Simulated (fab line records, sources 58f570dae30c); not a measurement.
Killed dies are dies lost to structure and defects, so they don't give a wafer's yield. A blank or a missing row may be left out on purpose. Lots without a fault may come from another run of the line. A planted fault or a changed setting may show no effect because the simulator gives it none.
Which tool did it? | flow berkeley_cmos170 | 14 lots, 42 wafers sampled, at 6 steps of a route of 331

WHAT THE GAUGES READ, wafer by wafer
UCB170_GATE_CD_MEAS_90: target cd 350 nm. Usual: cd_nm 349.7 nm, standard deviation 1.2.
lot  | measured     | on        | cd_nm (nm)        | flag
L398 | day 7 02:36  | cd_sem-01 | 348.1 349.3 349.3 |
L399 | day 7 21:51  | cd_sem-02 | 350.6 348.9 351.1 |
L400 | day 7 22:21  | cd_sem-02 | 348.7 350.5 349.8 |
L401 | day 7 22:38  | cd_sem-02 | 350.6 349.8 349.2 |
L402 | day 8 06:38  | cd_sem-02 | 349.8 349.7 348.9 |
L404 | day 9 06:58  | cd_sem-01 | 349.7 351.1 350.4 |
L406 | day 9 07:19  | cd_sem-01 | 349.7 349.7 349.6 |
L407 | day 9 15:59  | cd_sem-02 | 349.2 347.7 349.0 |
L410 | day 10 05:29 | cd_sem-01 | 348.9 350.5 348.1 |
L411 | day 10 18:56 | cd_sem-01 | 350.2 350.4 348.9 |
L413 | day 11 08:16 | cd_sem-02 | 349.3 348.9 350.7 |
L416 | day 11 18:20 | cd_sem-02 | 350.4 350.8 349.0 |
L420 | day 12 14:14 | cd_sem-02 | 350.1 349.1 349.8 |
L421 | day 12 23:14 | cd_sem-02 | 350.8 350.4 351.3 |

UCB170_SDANNEAL_RS_MEAS_03: measures by four-point-probe. Usual: NSD_RS 37.31 ohm/sq, standard deviation 0.086.
lot  | measured     | on            | NSD_RS (ohm/sq)   | flag
L398 | day 8 00:45  | film_metro-04 | 37.10 37.30 37.10 |
L399 | day 8 18:25  | film_metro-02 | 37.29 37.29 37.36 |
L400 | day 8 18:46  | film_metro-01 | 37.35 37.26 37.43 |
L401 | day 8 18:58  | film_metro-04 | 37.19 37.19 37.22 |
L402 | day 8 19:14  | film_metro-02 | 37.47 37.40 37.45 |
L404 | day 9 23:46  | film_metro-02 | 37.32 37.21 37.28 |
L406 | day 9 23:52  | film_metro-04 | 37.30 37.27 37.37 |
L407 | day 10 10:37 | film_metro-02 | 37.36 37.34 37.33 |
L410 | day 10 22:48 | film_metro-02 | 37.29 37.37 37.24 |
L411 | day 11 11:41 | film_metro-01 | 37.25 37.22 37.18 |
L413 | day 12 03:09 | film_metro-02 | 37.35 37.21 37.27 |
L416 | day 12 11:33 | film_metro-01 | 37.44 37.39 37.34 |
L420 | day 13 07:01 | film_metro-02 | 37.42 37.38 37.39 |
L421 | day 13 14:43 | film_metro-04 | 37.30 37.34 37.30 |

UCB170_SDANNEAL_RS_MEAS_04: measures by four-point-probe. Usual: PLDD_RS 1033.3 ohm/sq, standard deviation 2.9.
lot  | measured     | on            | PLDD_RS (ohm/sq)                          | flag
L398 | day 8 00:52  | film_metro-04 | 1032.0 1035.8 1035.5                      |
L399 | day 8 18:32  | film_metro-02 | 1034.8 1035.9 1035.0                      |
L400 | day 8 18:53  | film_metro-01 | 1035.1 1033.4 1033.3                      |
L401 | day 8 19:05  | film_metro-04 | 1034.4 1034.3 1034.6                      |
L402 | day 8 19:22  | film_metro-02 | 1036.7 1032.5 1031.8                      |
L404 | day 9 23:53  | film_metro-02 | 1037.8 1036.8 1037.3                      |
L406 | day 9 23:59  | film_metro-04 | 1030.3 1030.3 1029.7                      |
L407 | day 10 10:44 | film_metro-02 | 1037.6 1037.3 1034.8                      |
L410 | day 10 22:55 | film_metro-02 | 1030.7 1029.8 1029.0                      |
L411 | day 11 11:48 | film_metro-01 | 1030.4 1033.9 1032.1                      |
L413 | day 12 03:16 | film_metro-02 | 1030.5 1031.9 1033.0                      |
L416 | day 12 11:40 | film_metro-01 | 1034.0 1032.8 1029.3                      |
L420 | day 13 07:08 | film_metro-02 | 1069.8 1069.8 1068.9 1069.1 1066.9 1069.1 | OFF
L421 | day 13 14:50 | film_metro-04 | 1062.6 1062.2 1063.8 1060.5 1061.4 1063.1 | OFF

UCB170_SDANNEAL_RS_MEAS_05: measures by four-point-probe. Usual: NLDD_RS 616.7 ohm/sq, standard deviation 1.3.
lot  | measured     | on            | NLDD_RS (ohm/sq)  | flag
L398 | day 8 00:59  | film_metro-04 | 615.8 615.2 614.4 |
L399 | day 8 18:39  | film_metro-02 | 617.7 617.2 616.4 |
L400 | day 8 19:01  | film_metro-01 | 616.8 616.2 617.1 |
L401 | day 8 19:13  | film_metro-04 | 616.7 615.9 616.7 |
L402 | day 8 19:29  | film_metro-02 | 613.7 617.7 616.5 |
L404 | day 10 00:01 | film_metro-02 | 617.2 617.1 615.4 |
L406 | day 10 00:06 | film_metro-04 | 615.5 614.9 616.8 |
L407 | day 10 10:52 | film_metro-02 | 617.1 616.5 615.8 |
L410 | day 10 23:02 | film_metro-02 | 618.6 617.2 618.1 |
L411 | day 11 11:55 | film_metro-01 | 617.3 618.6 618.5 |
L413 | day 12 03:23 | film_metro-02 | 615.8 615.2 617.3 |
L416 | day 12 11:47 | film_metro-01 | 619.4 617.7 618.9 |
L420 | day 13 14:01 | film_metro-02 | 620.0 620.2 621.1 |
L421 | day 13 21:05 | film_metro-04 | 619.5 620.0 620.9 |

UCB170_CONTACT_CD_MEAS_15: target cd 700 nm. Usual: cd_nm 700.1 nm, standard deviation 1.6.
lot  | measured     | on        | cd_nm (nm)        | flag
L398 | day 8 05:23  | cd_sem-02 | 699.9 700.2 702.6 |
L399 | day 8 22:55  | cd_sem-01 | 699.8 699.5 700.1 |
L400 | day 8 23:23  | cd_sem-02 | 698.2 698.4 697.1 |
L401 | day 9 01:13  | cd_sem-01 | 703.9 703.1 700.6 |
L402 | day 9 00:58  | cd_sem-01 | 699.1 700.0 699.2 |
L404 | day 10 04:20 | cd_sem-01 | 698.6 697.5 699.7 |
L406 | day 10 04:34 | cd_sem-02 | 696.9 699.0 698.7 |
L407 | day 10 16:07 | cd_sem-02 | 703.2 702.6 700.5 |
L410 | day 11 03:22 | cd_sem-02 | 700.7 699.7 700.6 |
L411 | day 11 18:53 | cd_sem-02 | 703.0 702.6 702.0 |
L413 | day 12 07:55 | cd_sem-01 | 700.0 700.3 701.5 |
L416 | day 12 16:06 | cd_sem-02 | 698.8 699.5 698.4 |
L420 | day 13 21:38 | cd_sem-01 | 702.7 701.0 701.8 |
L421 | day 14 03:33 | cd_sem-02 | 699.1 700.0 699.9 |

WHICH TOOL RAN EACH LOT (tool, then ch and the chambers of the sampled wafers, then the start)
lot  | UCB170_SPACER_ANNEAL_02
L398 | furnace-04 ch 0, day 7 16:15
L399 | furnace-01 ch 0, day 8 12:44
L400 | furnace-01 ch 0, day 8 12:44
L401 | furnace-01 ch 0, day 8 12:44
L402 | furnace-01 ch 0, day 8 12:44
L404 | furnace-04 ch 0, day 9 15:52
L406 | furnace-04 ch 0, day 9 15:52
L407 | furnace-01 ch 0, day 10 04:15
L410 | furnace-04 ch 0, day 10 16:51
L411 | furnace-02 ch 0, day 11 05:19
L413 | furnace-02 ch 0, day 11 18:51
L416 | furnace-04 ch 0, day 12 05:02
L420 | furnace-02 ch 0, day 13 00:00
L421 | furnace-02 ch 0, day 13 07:05
- UCB170_SPACER_ANNEAL_02: time 1800 s.

WHAT THE TOOLS THEMSELVES READ (means of the sampled wafers that have a number; where no wafer has one, the mark that the record gives instead)
The record holds no such reading with a usual standard deviation.

THE ANSWER, worked out from the rows above alone
Rule: a lot is off if the mean of its wafers that have a number lies more than 3 standard deviations from the usual mean. A lot without any number at a reading at which 4 lots or more have one is off too. The other lots that the step has rows for count as sound. The gauges are gone through in route order, then the tools' own readings, and for those a lot's mean is taken as printed above. The first step at which some lot is off is used, and at that step the reading that is off furthest; a lot without a number counts as furthest.
Off: L420, L421, at UCB170_SDANNEAL_RS_MEAS_04 (PLDD_RS).
A tool fits if, at a process step before that reading, it ran every lot that is off, and no sound lot after the first of them. The gauges at UCB170_SDANNEAL_RS_MEAS_04 are tried like those tools. One fits: furnace-02 at UCB170_SPACER_ANNEAL_02. Its last sound lot is L413 (day 11 18:51), its first lot that is off L420 (day 13 00:00): a fault that began between those two fits.

WHAT THE SIMULATOR HAD PUT IN
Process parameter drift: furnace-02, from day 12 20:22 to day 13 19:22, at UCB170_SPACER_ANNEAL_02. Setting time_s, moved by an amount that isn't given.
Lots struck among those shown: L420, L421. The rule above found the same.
